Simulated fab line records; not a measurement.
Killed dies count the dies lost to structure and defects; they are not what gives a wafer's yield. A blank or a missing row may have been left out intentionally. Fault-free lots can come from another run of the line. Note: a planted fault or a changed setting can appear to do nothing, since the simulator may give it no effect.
Struck lot and sound lot, side by side | flow rit-cmos | 14 out of 202 route steps
Sound: these wafers, L429.1, L429.3, L429.5. Struck: wafers L423.2, L423.4, L423.6. The cause is named last.
Order at every step that has rows: each side's tool, ch and its chambers, its first start. Under that, the readings that differ: sound wafers | struck wafers | difference of the means | sigmas: that difference in standard deviations of wafers without a fault.
alike: readings with means less than 2 such deviations apart, plus words and numbers identical on both sides. not compared: withheld readings, readings lacking a value on some wafer, bounds such as >300 that could conceal the same value, and numbers that have no deviation in the record and whose values overlap.
The two part at a step that has a row with sigmas, a row that says differs or no value, or rows on one side only. Numbers that don't overlap but have no deviation are shown without sigmas and don't part them. A reading that every wafer of one side lacks parts them only if that side has two wafers or more.

first, 4 steps without rows for these wafers: RIT_NLDD_SOFTBAKE_02 (time 60 s); RIT_NLDD_EXPOSE_03 (exposes mask M7, target cd 40700 nm); RIT_NLDD_PEB_04; RIT_NLDD_DEVELOP_05 (develop time 50 s).
RIT_NLDD_OVL_MEAS_06:
  sound on overlay-01, day 6 01:22; struck on overlay-01, day 4 20:44
  alike: NLDD_OVL
then, 2 steps without rows for these wafers: RIT_NLDD_HARDBAKE_07 (time 60 s); RIT_NLDD_IMPLANT_08.
RIT_NLDD_STRIP_09: strips in O2, time 180 s.
  sound on plasma-asher-04 ch 0,1, day 6 01:42; struck on plasma-asher-04 ch 0,1, day 4 21:04
  alike: drypump-motor-current-A
  not compared: rf-hours-counter-h
RIT_NLDD_TW_MEAS_10:
  sound on film-metro-03, day 6 01:53; struck on film-metro-04, day 4 21:14
  reading | sound          | struck         | difference | sigmas
  NLDD_TW | 2459 2483 2467 | 2510 2483 2510 | +31        | +2
then, 3 steps without rows for these wafers: RIT_PLDD_HMDS_00 (prime time 60 s); RIT_PLDD_COAT_01 (resist thk 1000 nm); RIT_PLDD_SOFTBAKE_02 (time 60 s).
RIT_PLDD_EXPOSE_03: exposes mask M8, target cd 40900 nm.
  struck on iline-stepper-01, day 4 21:53; sound on iline-stepper-01 ch 0, day 6 02:31
  no value came back on the struck wafers for exposure-dose-mJ-cm2, focus-offset-nm (nm); on the sound wafers exposure-dose-mJ-cm2 reads 250.24 250.36 250.11
  alike: mask
next, for these wafers, 1 step has no rows: RIT_PLDD_PEB_04.

== WHERE THEY PART ==
At RIT_NLDD_TW_MEAS_10 first; at RIT_PLDD_EXPOSE_03 last (within this record only).

WHY: what the simulator had put in
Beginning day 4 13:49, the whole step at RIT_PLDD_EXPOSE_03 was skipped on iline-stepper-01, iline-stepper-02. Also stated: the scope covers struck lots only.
